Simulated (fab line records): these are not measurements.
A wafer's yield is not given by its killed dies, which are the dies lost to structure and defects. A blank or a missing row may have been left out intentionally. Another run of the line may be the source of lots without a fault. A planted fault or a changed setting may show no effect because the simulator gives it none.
fab line records :: flow ritCmos
[record]
  lots = 6
  wafers = 18
  lastDay = 7
route steps=202 shown GATE@96 REOX@98 NLDD@103
lots that met no fault: from a run of the same line without faults
startH: start of the lot's first displayed wafer, in hours after the record's first day :: waitH: hours elapsed since this lot's preceding step :: " unchanged from the row above :: L1.1+2: a row that stands for several wafers :: - no value, or no start was given :: * or withheld: withheld :: < > ~ a bound
route shown NAME@n: names a module that has steps shown in the file, with the first one's number in the route :: usual: average and standard deviation across the fault-free wafers :: same: alike in all rows :: chamber/n: place in a boat :: sites: the reading at each site :: _std_site: standard deviation of those values :: _edge_site: mean of outer sites minus mean of inner sites :: radiusMm: how far each site lies from the wafer's centre :: mask NAME#n: copy n :: behind: the last tool/chamber to shape the wafer :: hold: what put the lot on hold/how long, in hours/how the hold closed :: device: whichever transistor did not switch (one of n, p or np) :: end of line: at the end of the route, the tests of the same wafers :: a step with no rows: only its recipe :: killed: the dies lost at the first sort to structure and to defects; this is not the yield of the wafer :: map: dies across one wafer; x = killed, . = not, _ = none there
set.NAME: the setting as run; set.NAME@STEP: as run at that earlier step :: model.NAME: the simulator's own value behind a step, which no gauge read
lots seen at some steps along the route; tables by step, rows by wafer
services: the hour from which a tool's chamber was out of use, counted from the record's first day as startH (under 0 if before that day), plus the number of hours and why
[[steps]]
[step RIT_GATE_STRIP_20]
[recipe]
  chemistry = O2
  timeS = 180
  resist = NOVOLAK
  platenTempC = withheld
  powerW = 500
  pressureMtorr = 4000
  o2FlowSccm = 4000
[usual]
  drypumpMotorCurrentA = 5.5/0.4
  o2FlowSccm = 3999/12
  rfReflPowerW = 6.0/1.2
lot.wafer: L322.1
tool: plasmaAsher-04
chamber: 1
startH: 47.48
waitH: 0.1
drypumpMotorCurrentA: 5.2
o2FlowSccm: 4013
rfHoursCounterH: 41
rfReflPowerW: 7.4

lot.wafer: L322.5
tool: plasmaAsher-04
chamber: 1
startH: 47.48
waitH: 0.1
drypumpMotorCurrentA: 5.2
o2FlowSccm: 3997
rfHoursCounterH: -
rfReflPowerW: 7.4

lot.wafer: L322.6
tool: plasmaAsher-04
chamber: 0
startH: 47.48
waitH: 0.1
drypumpMotorCurrentA: 5.6
o2FlowSccm: 3994
rfHoursCounterH: -
rfReflPowerW: 4.0

lot.wafer: L331.1
tool: plasmaAsher-02
chamber: 1
startH: 87.83
waitH: 0.1
drypumpMotorCurrentA: 4.9
o2FlowSccm: 3991
rfHoursCounterH: 42
rfReflPowerW: 5.2

lot.wafer: L331.2
tool: plasmaAsher-02
chamber: 0
startH: 87.83
waitH: 0.1
drypumpMotorCurrentA: 5.8
o2FlowSccm: 4014
rfHoursCounterH: 42
rfReflPowerW: 6.7

lot.wafer: L331.5
tool: plasmaAsher-02
chamber: 1
startH: 87.83
waitH: 0.1
drypumpMotorCurrentA: 4.9
o2FlowSccm: 3993
rfHoursCounterH: -
rfReflPowerW: 5.3

lot.wafer: L332.3
tool: plasmaAsher-04
chamber: 0
startH: 95.34
waitH: 0.1
drypumpMotorCurrentA: 5.6
o2FlowSccm: 3988
rfHoursCounterH: -
rfReflPowerW: 4.1

lot.wafer: L332.4
tool: plasmaAsher-04
chamber: 1
startH: 95.34
waitH: 0.1
drypumpMotorCurrentA: 5.3
o2FlowSccm: 3991
rfHoursCounterH: -
rfReflPowerW: 6.9

lot.wafer: L332.6
tool: plasmaAsher-04
chamber: 1
startH: 95.34
waitH: 0.1
drypumpMotorCurrentA: 5.2
o2FlowSccm: 3993
rfHoursCounterH: -
rfReflPowerW: 7.3

lot.wafer: L336.1
tool: plasmaAsher-03
chamber: 0
startH: 111.46
waitH: 0.1
drypumpMotorCurrentA: 6.0
o2FlowSccm: 4006
rfHoursCounterH: 32
rfReflPowerW: 6.0

lot.wafer: L336.4
tool: plasmaAsher-03
chamber: 1
startH: 111.46
waitH: 0.1
drypumpMotorCurrentA: 5.1
o2FlowSccm: 4014
rfHoursCounterH: -
rfReflPowerW: 6.5

lot.wafer: L336.5
tool: plasmaAsher-03
chamber: 1
startH: 111.46
waitH: 0.1
drypumpMotorCurrentA: 5.0
o2FlowSccm: 4004
rfHoursCounterH: -
rfReflPowerW: 6.4

lot.wafer: L339.1
tool: plasmaAsher-03
chamber: 0
startH: 128.79
waitH: 0.1
drypumpMotorCurrentA: 6.1
o2FlowSccm: 3977
rfHoursCounterH: 34
rfReflPowerW: 6.1

lot.wafer: L339.4
tool: plasmaAsher-03
chamber: 0
startH: 128.79
waitH: 0.1
drypumpMotorCurrentA: 6.1
o2FlowSccm: 3982
rfHoursCounterH: -
rfReflPowerW: 6.0

lot.wafer: L339.6
tool: plasmaAsher-03
chamber: 0
startH: 128.79
waitH: 0.1
drypumpMotorCurrentA: 6.1
o2FlowSccm: 3982
rfHoursCounterH: -
rfReflPowerW: 5.8

lot.wafer: L343.2
tool: plasmaAsher-04
chamber: 1
startH: 148.54
waitH: 0.1
drypumpMotorCurrentA: 5.3
o2FlowSccm: 4004
rfHoursCounterH: 3
rfReflPowerW: 7.3

lot.wafer: L343.4
tool: plasmaAsher-04
chamber: 0
startH: 148.54
waitH: 0.1
drypumpMotorCurrentA: 5.6
o2FlowSccm: 4017
rfHoursCounterH: -
rfReflPowerW: 4.1

lot.wafer: L343.5
tool: plasmaAsher-04
chamber: 0
startH: 148.54
waitH: 0.1
drypumpMotorCurrentA: 5.6
o2FlowSccm: 3992
rfHoursCounterH: -
rfReflPowerW: 4.1
[step RIT_GATE_CD_MEAS_90]
[recipe]
  targetCdNm = 150
[usual]
  cdNm = 148.6/2.7
lot.wafer: L322.1
tool: cdSem-02
chamber: -
startH: 47.65
waitH: 0.1
cdNm: 147.4

lot.wafer: L322.5
tool: cdSem-02
chamber: -
startH: 47.65
waitH: 0.1
cdNm: 149.4

lot.wafer: L322.6
tool: cdSem-02
chamber: -
startH: 47.65
waitH: 0.1
cdNm: 147.1

lot.wafer: L331.1
tool: cdSem-01
chamber: -
startH: 88.00
waitH: 0.1
cdNm: 147.9

lot.wafer: L331.2
tool: cdSem-01
chamber: -
startH: 88.00
waitH: 0.1
cdNm: 149.8

lot.wafer: L331.5
tool: cdSem-01
chamber: -
startH: 88.00
waitH: 0.1
cdNm: 149.9

lot.wafer: L332.3
tool: cdSem-01
chamber: -
startH: 95.50
waitH: 0.1
cdNm: 142.7

lot.wafer: L332.4
tool: cdSem-01
chamber: -
startH: 95.50
waitH: 0.1
cdNm: 143.2

lot.wafer: L332.6
tool: cdSem-01
chamber: -
startH: 95.50
waitH: 0.1
cdNm: 142.7

lot.wafer: L336.1
tool: cdSem-01
chamber: -
startH: 111.64
waitH: 0.1
cdNm: 148.0

lot.wafer: L336.4
tool: cdSem-01
chamber: -
startH: 111.64
waitH: 0.1
cdNm: 148.1

lot.wafer: L336.5
tool: cdSem-01
chamber: -
startH: 111.64
waitH: 0.1
cdNm: 145.6

lot.wafer: L339.1
tool: cdSem-01
chamber: -
startH: 128.96
waitH: 0.1
cdNm: 151.8

lot.wafer: L339.4
tool: cdSem-01
chamber: -
startH: 128.96
waitH: 0.1
cdNm: 152.1

lot.wafer: L339.6
tool: cdSem-01
chamber: -
startH: 128.96
waitH: 0.1
cdNm: 151.5

lot.wafer: L343.2
tool: cdSem-01
chamber: -
startH: 148.74
waitH: 0.1
cdNm: 154.6

lot.wafer: L343.4
tool: cdSem-01
chamber: -
startH: 148.74
waitH: 0.1
cdNm: 149.4

lot.wafer: L343.5
tool: cdSem-01
chamber: -
startH: 148.74
waitH: 0.1
cdNm: 151.7
[step RIT_REOX_CLEAN_00]
[recipe]
  chemistry = SC1
  mix = 3:3:50
  timeS = 600
  tempC = 75
[step RIT_REOX_CLEAN_01]
[recipe]
  chemistry = dHF
  dilution = 50:1
  timeS = 30
[step RIT_REOX_CLEAN_02]
[recipe]
  chemistry = SC2
  mix = 3:3:50
  timeS = 600
  tempC = 75
  dry = n2Spin
[step RIT_REOX_OXIDATION_03]
[recipe]
  tempC = 902.6
  ambient = O2
  targetThkA = 252
  oxTimeS = 5580
[step RIT_REOX_THK_MEAS_04]
[recipe]
  reads = SiO2_of_REOX_OXIDATION_03
[usual]
  REOX_OXIDE_THK = 26.0/0.5
lot.wafer: L322.1
tool: filmMetro-01
chamber: -
startH: 50.69
waitH: 0.0
REOX_OXIDE_THK[nm]: 25.4

lot.wafer: L322.5
tool: filmMetro-01
chamber: -
startH: 50.69
waitH: 0.0
REOX_OXIDE_THK[nm]: 24.9

lot.wafer: L322.6
tool: filmMetro-01
chamber: -
startH: 50.69
waitH: 0.0
REOX_OXIDE_THK[nm]: 25.4

lot.wafer: L331.1
tool: filmMetro-01
chamber: -
startH: 91.91
waitH: 0.0
REOX_OXIDE_THK[nm]: 25.9

lot.wafer: L331.2
tool: filmMetro-01
chamber: -
startH: 91.91
waitH: 0.0
REOX_OXIDE_THK[nm]: 25.5

lot.wafer: L331.5
tool: filmMetro-01
chamber: -
startH: 91.91
waitH: 0.0
REOX_OXIDE_THK[nm]: 26.2

lot.wafer: L332.3
tool: filmMetro-02
chamber: -
startH: 99.51
waitH: 0.0
REOX_OXIDE_THK[nm]: 25.4

lot.wafer: L332.4
tool: filmMetro-02
chamber: -
startH: 99.51
waitH: 0.0
REOX_OXIDE_THK[nm]: 24.9

lot.wafer: L332.6
tool: filmMetro-02
chamber: -
startH: 99.51
waitH: 0.0
REOX_OXIDE_THK[nm]: 24.9

lot.wafer: L336.1
tool: filmMetro-02
chamber: -
startH: 114.71
waitH: 0.0
REOX_OXIDE_THK[nm]: 26.6

lot.wafer: L336.4
tool: filmMetro-02
chamber: -
startH: 114.71
waitH: 0.0
REOX_OXIDE_THK[nm]: 26.7

lot.wafer: L336.5
tool: filmMetro-02
chamber: -
startH: 114.71
waitH: 0.0
REOX_OXIDE_THK[nm]: 26.3

lot.wafer: L339.1
tool: filmMetro-04
chamber: -
startH: 132.00
waitH: 0.0
REOX_OXIDE_THK[nm]: 26.2

lot.wafer: L339.4
tool: filmMetro-04
chamber: -
startH: 132.00
waitH: 0.0
REOX_OXIDE_THK[nm]: 26.7

lot.wafer: L339.6
tool: filmMetro-04
chamber: -
startH: 132.00
waitH: 0.0
REOX_OXIDE_THK[nm]: 26.7

lot.wafer: L343.2
tool: filmMetro-04
chamber: -
startH: 151.76
waitH: 0.0
REOX_OXIDE_THK[nm]: 25.5

lot.wafer: L343.4
tool: filmMetro-04
chamber: -
startH: 151.76
waitH: 0.0
REOX_OXIDE_THK[nm]: 26.0

lot.wafer: L343.5
tool: filmMetro-04
chamber: -
startH: 151.76
waitH: 0.0
REOX_OXIDE_THK[nm]: 25.7
[step RIT_NLDD_HMDS_00]
[recipe]
  primeTimeS = 60
  primeTempC = 140
[step RIT_NLDD_COAT_01]
[recipe]
  resist = NOVOLAK
  spinRpm = 3250
  resistThkNm = 1000
[step RIT_NLDD_SOFTBAKE_02]
[recipe]
  resist = NOVOLAK
  tempC = 90
  timeS = 60
[step RIT_NLDD_EXPOSE_03]
[recipe]
  maskId = M7
  na = 0.57
  targetCdNm = 40700
  doseMj = 250
[step RIT_NLDD_PEB_04]
[recipe]
  resist = NOVOLAK
  tempC = withheld
  timeS = withheld
[step RIT_NLDD_DEVELOP_05]
[recipe]
  resist = NOVOLAK
  developTimeS = 50
  devTempC = 23
[usual]
  chillPlateTempC = 23.01/0.1
  developTimeS = 50/0
lot.wafer: L322.1
tool: lithoTrack-01
chamber: 0
startH: 51
waitH: -
chillPlateTempC: 22.89
developTimeS: 50

lot.wafer: L322.5
tool: lithoTrack-01
chamber: 0
startH: 51
waitH: -
chillPlateTempC: 22.90
developTimeS: 50

lot.wafer: L322.6
tool: lithoTrack-01
chamber: 0
startH: 51
waitH: -
chillPlateTempC: 23.03
developTimeS: 50

lot.wafer: L331.1
tool: lithoTrack-01
chamber: -
startH: 92
waitH: -
chillPlateTempC: -
developTimeS: -

lot.wafer: L331.2
tool: lithoTrack-01
chamber: -
startH: 92
waitH: -
chillPlateTempC: -
developTimeS: -

lot.wafer: L331.5
tool: lithoTrack-01
chamber: -
startH: 92
waitH: -
chillPlateTempC: -
developTimeS: -

lot.wafer: L332.3
tool: lithoTrack-03
chamber: -
startH: 100
waitH: -
chillPlateTempC: -
developTimeS: -

lot.wafer: L332.4
tool: lithoTrack-03
chamber: -
startH: 100
waitH: -
chillPlateTempC: -
developTimeS: -

lot.wafer: L332.6
tool: lithoTrack-03
chamber: -
startH: 100
waitH: -
chillPlateTempC: -
developTimeS: -

lot.wafer: L336.1
tool: lithoTrack-03
chamber: 0
startH: 115
waitH: -
chillPlateTempC: 23.04
developTimeS: 50

lot.wafer: L336.4
tool: lithoTrack-03
chamber: 0
startH: 115
waitH: -
chillPlateTempC: 23.02
developTimeS: 50

lot.wafer: L336.5
tool: lithoTrack-03
chamber: 0
startH: 115
waitH: -
chillPlateTempC: 22.92
developTimeS: 50

lot.wafer: L339.1
tool: lithoTrack-03
chamber: 0
startH: 132
waitH: -
chillPlateTempC: 23.22
developTimeS: 50

lot.wafer: L339.4
tool: lithoTrack-03
chamber: 0
startH: 132
waitH: -
chillPlateTempC: 23.01
developTimeS: 50

lot.wafer: L339.6
tool: lithoTrack-03
chamber: 0
startH: 133
waitH: -
chillPlateTempC: 23.00
developTimeS: 50

lot.wafer: L343.2
tool: lithoTrack-01
chamber: 0
startH: 152
waitH: -
chillPlateTempC: 22.99
developTimeS: 50

lot.wafer: L343.4
tool: lithoTrack-01
chamber: 0
startH: 152
waitH: -
chillPlateTempC: 23.07
developTimeS: 50

lot.wafer: L343.5
tool: lithoTrack-01
chamber: 0
startH: 152
waitH: -
chillPlateTempC: 22.98
developTimeS: 50
[step RIT_NLDD_OVL_MEAS_06]
[usual]
  NLDD_OVL = -0.6/1.5
lot.wafer: L322.1
tool: overlay-01
chamber: -
startH: 51.79
waitH: -
NLDD_OVL[nm]: -3.0

lot.wafer: L322.5
tool: overlay-01
chamber: -
startH: 51.79
waitH: -
NLDD_OVL[nm]: -0.3

lot.wafer: L322.6
tool: overlay-01
chamber: -
startH: 51.79
waitH: -
NLDD_OVL[nm]: -1.0

lot.wafer: L331.1
tool: overlay-01
chamber: -
startH: 93.01
waitH: -
NLDD_OVL[nm]: -

lot.wafer: L331.2
tool: overlay-01
chamber: -
startH: 93.01
waitH: -
NLDD_OVL[nm]: -

lot.wafer: L331.5
tool: overlay-01
chamber: -
startH: 93.01
waitH: -
NLDD_OVL[nm]: -

lot.wafer: L332.3
tool: overlay-02
chamber: -
startH: 100.42
waitH: -
NLDD_OVL[nm]: -

lot.wafer: L332.4
tool: overlay-02
chamber: -
startH: 100.42
waitH: -
NLDD_OVL[nm]: -

lot.wafer: L332.6
tool: overlay-02
chamber: -
startH: 100.42
waitH: -
NLDD_OVL[nm]: -

lot.wafer: L336.1
tool: overlay-02
chamber: -
startH: 115.62
waitH: -
NLDD_OVL[nm]: 1.0

lot.wafer: L336.4
tool: overlay-02
chamber: -
startH: 115.62
waitH: -
NLDD_OVL[nm]: -0.2

lot.wafer: L336.5
tool: overlay-02
chamber: -
startH: 115.62
waitH: -
NLDD_OVL[nm]: 3.0

lot.wafer: L339.1
tool: overlay-02
chamber: -
startH: 133.03
waitH: -
NLDD_OVL[nm]: 0.5

lot.wafer: L339.4
tool: overlay-02
chamber: -
startH: 133.03
waitH: -
NLDD_OVL[nm]: -0.7

lot.wafer: L339.6
tool: overlay-02
chamber: -
startH: 133.03
waitH: -
NLDD_OVL[nm]: 0.8

lot.wafer: L343.2
tool: overlay-01
chamber: -
startH: 152.67
waitH: -
NLDD_OVL[nm]: -2.2

lot.wafer: L343.4
tool: overlay-01
chamber: -
startH: 152.67
waitH: -
NLDD_OVL[nm]: -0.7

lot.wafer: L343.5
tool: overlay-01
chamber: -
startH: 152.67
waitH: -
NLDD_OVL[nm]: -1.8
[[services]]
tool: plasmaAsher-04
chamber: -
startH: 108.75
hours: 9.0
kind: pm

tool: plasmaAsher-04
chamber: 0
startH: 108.75
hours: 9.0
kind: ventCycle

tool: plasmaAsher-04
chamber: 1
startH: 108.75
hours: 9.0
kind: ventCycle

tool: plasmaAsher-04
chamber: 0
startH: 117.75
hours: -
kind: clean

tool: plasmaAsher-04
chamber: 1
startH: 117.75
hours: -
kind: clean
[[key]]
[firstSign]
  step = RIT_NLDD_DEVELOP_05
  reading = toolRecord
  direction = missing
effect none on later readings
metAt RIT_NLDD_DEVELOP_05
struckWafers L331.1,L331.2,L331.5,L332.3,L332.4,L332.6
sortLeftOut L331.1,L331.2,L331.5,L332.3,L332.4,L332.6
testerLeftOut L331,L332
[fault]
  kind = skippedStepWhole
  tool = lithoTrack-01,lithoTrack-03
  chamber = -
  onsetH = 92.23
  steps = RIT_NLDD_DEVELOP_05
  scope = struckLotsOnly
// testerLeftOut: of these lots the tester's yield and bins aren't shown, on N5 and GAA mostly nor the transistor test; their killed dies are dies lost to structure and defects alone, not to doping, threshold or leakage, so they don't give the yield
// sortLeftOut: the simulated sort isn't trusted on such a fault, so these wafers' sort isn't shown, and their yield isn't known
